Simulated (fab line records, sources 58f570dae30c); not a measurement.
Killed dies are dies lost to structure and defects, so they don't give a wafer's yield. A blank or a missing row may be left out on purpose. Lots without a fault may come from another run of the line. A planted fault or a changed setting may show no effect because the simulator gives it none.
fab line records | flow berkeley_cmos170
record lots=14 wafers=42 last_day=12
route steps=331 shown PWELL@47 ACTIVE@75 SACOX@98 NVT@110
lots that met no fault: from a run of the same line without faults
start_h: hours from the record's first day to the start of the lot's first wafer shown | wait_h: hours since the lot's step before | " the same as in the row above | L1.1+2: a row that stands for several wafers | - no value, or no start given | * or withheld: withheld | < > ~ a bound
route shown NAME@n: a module of which the file shows steps, and the number in the route of the first | usual: mean/standard deviation of fault-free wafers | same: alike in all rows | chamber/n: place in a boat | sites: the reading at each site | _std_site: their standard deviation | _edge_site: outer sites' mean less inner sites' | radius_mm: how far each site lies from the wafer's centre | mask NAME#n: copy n | behind: the tool/chamber that last shaped the wafer | hold: why the lot was held/for how many hours/how that ended | device: the transistor (n, p or np) that didn't switch | end of line: the same wafers' tests at the end of the route | a step without rows: its recipe alone | killed: dies lost to structure and defects at the first sort, not the wafer's yield | map: a wafer's dies, x killed, . not, _ none there
set.NAME: the setting as run; set.NAME@STEP: as run at that earlier step | model.NAME: the simulator's own value behind a step, which no gauge read
steps of the route over a sample of lots; a table a step, a row a wafer
services: from which hour (start_h, from the record's first day; less than 0 if before it) a tool's chamber was out of use, for how many hours, and why
## steps
# step UCB170_PWELL_OVL_MEAS_13
# usual PWELL_OVL=0/6.7
# columns lot.wafer tool chamber start_h wait_h PWELL_OVL[nm]
L454.1 overlay-02 - 49.51 - 15
L454.3 " - " " 12
L454.6 " - " " 8
L455.2 overlay-01 - 49.76 - 0
L455.3 " - " " -2
L455.5 " - " " -7
L459.3 overlay-01 - 72.37 - 10
L459.4 " - " " 7
L459.6 " - " " 6
L460.4 overlay-02 - 85.58 - 10
L460.5 " - " " 7
L460.6 " - " " 7
L462.2 overlay-02 - 90.81 - -13
L462.3 " - " " -10
L462.6 " - " " -13
L461.1 overlay-01 - 91.08 - -7
L461.3 " - " " -7
L461.4 " - " " -6
L463.3 overlay-02 - 91.19 - -6
L463.4 " - " " -6
L463.6 " - " " -1
L464.2 overlay-02 - 96.94 - -5
L464.3 " - " " 0
L464.4 " - " " 1
L465.1 overlay-01 - 105.50 - -7
L465.4 " - " " -16
L465.5 " - " " -4
L466.1 overlay-01 - 115.70 - 0
L466.2 " - " " 6
L466.3 " - " " 4
L467.2 overlay-02 - 115.85 - 5
L467.4 " - " " 2
L467.5 " - " " 0
L475.2 overlay-02 - 156.21 - -2
L475.5 " - " " -1
L475.6 " - " " 3
L476.2 overlay-01 - 156.45 - -5
L476.4 " - " " 0
L476.5 " - " " 5
L477.3 overlay-01 - 166.17 - -6
L477.5 " - " " -7
L477.6 " - " " -3
# step UCB170_ACTIVE_ETCH_15
# recipe chemistry=CH3F/Ar/O2 target=Si3N4 stop_on=SiO2 CH3F_flow_sccm=20 Ar_flow_sccm=50 O2_flow_sccm=7 pressure_mtorr=50 rf_w=450 target_depth_a=2420 over_etch_frac=0.09448 time_s=151
# usual drypump_motor_current_A=5.7/0.38 oes_product_au=0.952/0.019 throttle_valve_pct=8.11/0.13
# columns lot.wafer tool chamber start_h wait_h drypump_motor_current_A oes_product_au rf_hours_counter_h throttle_valve_pct
L454.1 rie_diel-01 2 77.23 0.0 5.9 0.942 66 8.05
L454.3 " 0 " " 6.0 0.934 110 8.18
L454.6 " 1 " " 5.8 0.965 - 8.32
L455.2 rie_diel-03 3 77.59 0.0 5.0 0.946 136 8.13
L455.3 " 2 " " 5.5 0.954 167 8.29
L455.5 " 2 " " 5.5 0.953 - 8.28
L459.3 rie_diel-02 1 99.50 0.0 5.4 0.939 101 8.08
L459.4 " 3 " " 5.8 0.977 83 8.05
L459.6 " 2 " " 6.2 0.969 - 7.98
L460.4 rie_diel-03 2 117.47 0.0 5.6 0.958 1 8.24
L460.5 " 2 " " 5.5 0.958 - 8.26
L460.6 " 1 " " 5.4 0.982 - 7.86
L462.2 rie_diel-02 2 117.59 0.0 6.2 0.960 145 7.96
L462.3 " 0 " " 5.1 0.929 75 8.09
L462.6 " 0 " " 5.2 0.921 - 8.11
L461.1 rie_diel-01 1 117.83 0.0 5.7 0.954 22 8.32
L461.3 " 2 " " 5.9 0.936 68 8.05
L461.4 " 0 " " 6.0 0.939 111 8.16
L463.3 rie_diel-03 0 118.25 0.0 5.6 0.951 73 8.18
L463.4 " 2 " " 5.5 0.937 1 8.25
L463.6 " 0 " " 5.5 0.937 - 8.19
L464.2 rie_diel-01 2 125.35 0.0 5.9 0.944 68 8.06
L464.3 " 1 " " 5.7 0.968 23 8.32
L464.4 " 0 " " 5.9 0.931 111 8.19
L465.1 rie_diel-01 0 133.56 0.0 5.9 0.931 112 8.15
L465.4 " 2 " " 5.9 0.941 68 8.06
L465.5 " 0 " " 5.9 0.925 - 8.18
L467.2 rie_diel-01 1 144.78 0.0 5.8 0.966 23 8.32
L467.4 " 2 " " 5.9 0.950 69 8.08
L467.5 " 3 " " 6.5 0.973 - 8.21
L466.1 rie_diel-02 0 145.63 0.0 5.2 0.927 76 8.10
L466.2 " 1 " " 5.4 0.919 103 8.09
L466.3 " 3 " " 5.9 0.970 85 8.04
L476.2 rie_diel-01 3 183.84 0.0 6.4 0.988 55 8.19
L476.4 " 1 " " 5.8 0.970 24 8.32
L476.5 " 3 " " 6.4 0.981 - 8.19
L475.2 rie_diel-02 1 184.12 0.0 5.4 0.939 105 8.08
L475.5 " 3 " " 5.8 0.975 - 8.05
L475.6 " 0 " " 5.2 0.924 - 8.09
L477.3 rie_diel-03 1 197.29 0.0 5.4 0.983 12 7.85
L477.5 " 1 " " 5.4 0.971 - 7.85
L477.6 " 2 " " 5.6 0.937 - 8.24
# step UCB170_SACOX_OXIDATION_01
# recipe temp_c=900 ambient=O2 target_thk_a=144 ox_time_s=2366
# usual ox_temp_c=900.1/0.4 ox_temp_c_max=906.7/1.3 zone_power_centre_pct=36.9/2.3
# columns lot.wafer tool chamber start_h wait_h ox_temp_c ox_temp_c_max zone_power_centre_pct
L454.1 furnace-03 0 96.46 1.6 900.2 904.6 38.1
L454.3 " 0 " " 900.0 905.6 37.9
L454.6 " 0 " " 900.3 905.2 37.1
L455.2 furnace-03 0 96.46 1.6 900.0 905.4 37.2
L455.3 " 0 " " 900.3 905.0 37.7
L455.5 " 0 " " 900.2 905.0 37.4
L459.3 furnace-04 0 118.89 2.3 899.7 905.1 33.1
L459.4 " 0 " " 899.8 906.6 33.4
L459.6 " 0 " " 899.2 906.4 33.6
L460.4 furnace-02 0 138.89 2.7 900.3 907.5 38.4
L460.5 " 0 " " 900.5 906.7 38.5
L460.6 " 0 " " 899.8 907.9 38.2
L461.1 furnace-02 0 138.89 2.6 900.7 909.6 38.5
L461.3 " 0 " " 900.5 906.2 38.6
L461.4 " 0 " " 900.1 907.3 38.5
L462.2 furnace-02 0 138.89 2.7 900.1 906.7 38.5
L462.3 " 0 " " 900.8 908.6 38.5
L462.6 " 0 " " 899.8 906.8 39.1
L463.3 furnace-02 0 138.89 2.7 900.2 906.7 38.8
L463.4 " 0 " " 900.7 906.7 38.3
L463.6 " 0 " " 899.8 908.6 38.6
L464.2 furnace-03 0 146.47 2.6 900.5 904.8 37.1
L464.3 " 0 " " 900.8 905.2 37.1
L464.4 " 0 " " 900.2 905.6 36.9
L465.1 furnace-02 0 152.49 4.5 900.5 906.4 38.4
L465.4 " 0 " " 900.0 906.8 38.1
L465.5 " 0 " " 899.7 905.7 38.4
L466.1 furnace-02 - 167.86 3.5 - - -
L466.2 " - " " - - -
L466.3 " - " " - - -
L467.2 furnace-02 - 167.86 3.5 - - -
L467.4 " - " " - - -
L467.5 " - " " - - -
L475.2 furnace-04 0 210.25 1.0 899.6 906.4 33.7
L475.5 " 0 " " 900.5 906.7 33.5
L475.6 " 0 " " 900.1 906.2 33.3
L476.2 furnace-04 0 210.25 1.0 900.0 906.5 33.6
L476.4 " 0 " " 899.8 906.6 33.4
L476.5 " 0 " " 899.2 906.8 33.4
L477.3 furnace-04 0 222.41 4.2 900.3 907.8 33.7
L477.5 " 0 " " 900.1 906.6 33.4
L477.6 " 0 " " 899.6 906.1 33.4
# step UCB170_NVT_OVL_MEAS_06
# usual NVT_OVL=1/5.5
# columns lot.wafer tool chamber start_h wait_h NVT_OVL[nm]
L455.2 overlay-02 - 105.23 - -7
L455.3 " - " " -9
L455.5 " - " " -9
L454.1 overlay-02 - 105.71 - -2
L454.3 " - " " 2
L454.6 " - " " 1
L459.3 overlay-01 - 128.44 - 3
L459.4 " - " " 3
L459.6 " - " " 7
L463.3 overlay-01 - 149.81 - -4
L463.4 " - " " -5
L463.6 " - " " 3
L462.2 overlay-01 - 150.06 - -6
L462.3 " - " " -3
L462.6 " - " " -6
L461.1 overlay-02 - 150.08 - 3
L461.3 " - " " 7
L461.4 " - " " 5
L460.4 overlay-02 - 150.33 - -7
L460.5 " - " " -5
L460.6 " - " " -4
L464.2 overlay-01 - 157.96 - 1
L464.3 " - " " 2
L464.4 " - " " 10
L465.1 overlay-01 - 167.68 - 1
L465.4 " - " " -9
L465.5 " - " " -4
L476.2 overlay-01 - 223.37 - 0
L476.4 " - " " -4
L476.5 " - " " 5
L475.2 overlay-01 - 223.61 - 3
L475.5 " - " " 13
L475.6 " - " " 9
L477.3 overlay-02 - 234.85 - 8
L477.5 " - " " 6
L477.6 " - " " 6
## services
# columns tool chamber start_h hours kind
rie_diel-01 - 62.50 2.3 repair
furnace-04 - 77.89 3.8 pm
rie_diel-03 2 82.93 - clean
rie_diel-03 2 82.93 15.6 scheduled_down
rie_diel-03 2 82.93 15.6 vent_cycle
furnace-02 - 128.79 4.4 pm
rie_diel-03 0 143.74 3.4 repair
furnace-04 - 155.96 3.9 pm
rie_diel-03 - 160.25 2.2 repair
furnace-02 - 173.86 22.2 pm
rie_diel-02 2 196.61 - clean
rie_diel-02 2 196.61 15.1 scheduled_down
rie_diel-02 2 196.61 15.1 vent_cycle
rie_diel-03 0 210.64 10.1 repair
furnace-03 - 211.86 3.1 pm
rie_diel-03 3 212.10 8.1 repair
rie_diel-03 3 220.74 - clean
rie_diel-03 3 220.74 20.8 scheduled_down
rie_diel-03 3 220.74 20.8 vent_cycle
## key
first_sign step=UCB170_SACOX_OXIDATION_01 reading=tool_record direction=missing
effect none on later readings
met_at UCB170_SACOX_OXIDATION_01
struck_lots L466,L467
later_rows_left_out L466.1,L466.2,L466.3,L467.2,L467.4,L467.5
sort_left_out L466.1,L466.2,L466.3,L467.2,L467.4,L467.5
tester_left_out L466,L467
not_acting_at UCB170_PWELL_OVL_MEAS_13,UCB170_ACTIVE_ETCH_15,UCB170_NVT_OVL_MEAS_06
onset_between 152.49 167.86
fault kind=skipped_step_whole tool=furnace-02 chamber=- onset_h=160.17 steps=UCB170_SACOX_OXIDATION_01 scope=struck_lots_only
# tester_left_out: of these lots the tester's yield and bins aren't shown, on N5 and GAA mostly nor the transistor test; their killed dies are dies lost to structure and defects alone, not to doping, threshold or leakage, so they don't give the yield
# sort_left_out: the simulated sort isn't trusted on such a fault, so these wafers' sort isn't shown, and their yield isn't known
# later_rows_left_out: the simulator's readings of these wafers behind a module that went badly wrong aren't trusted and aren't shown, but for the sort
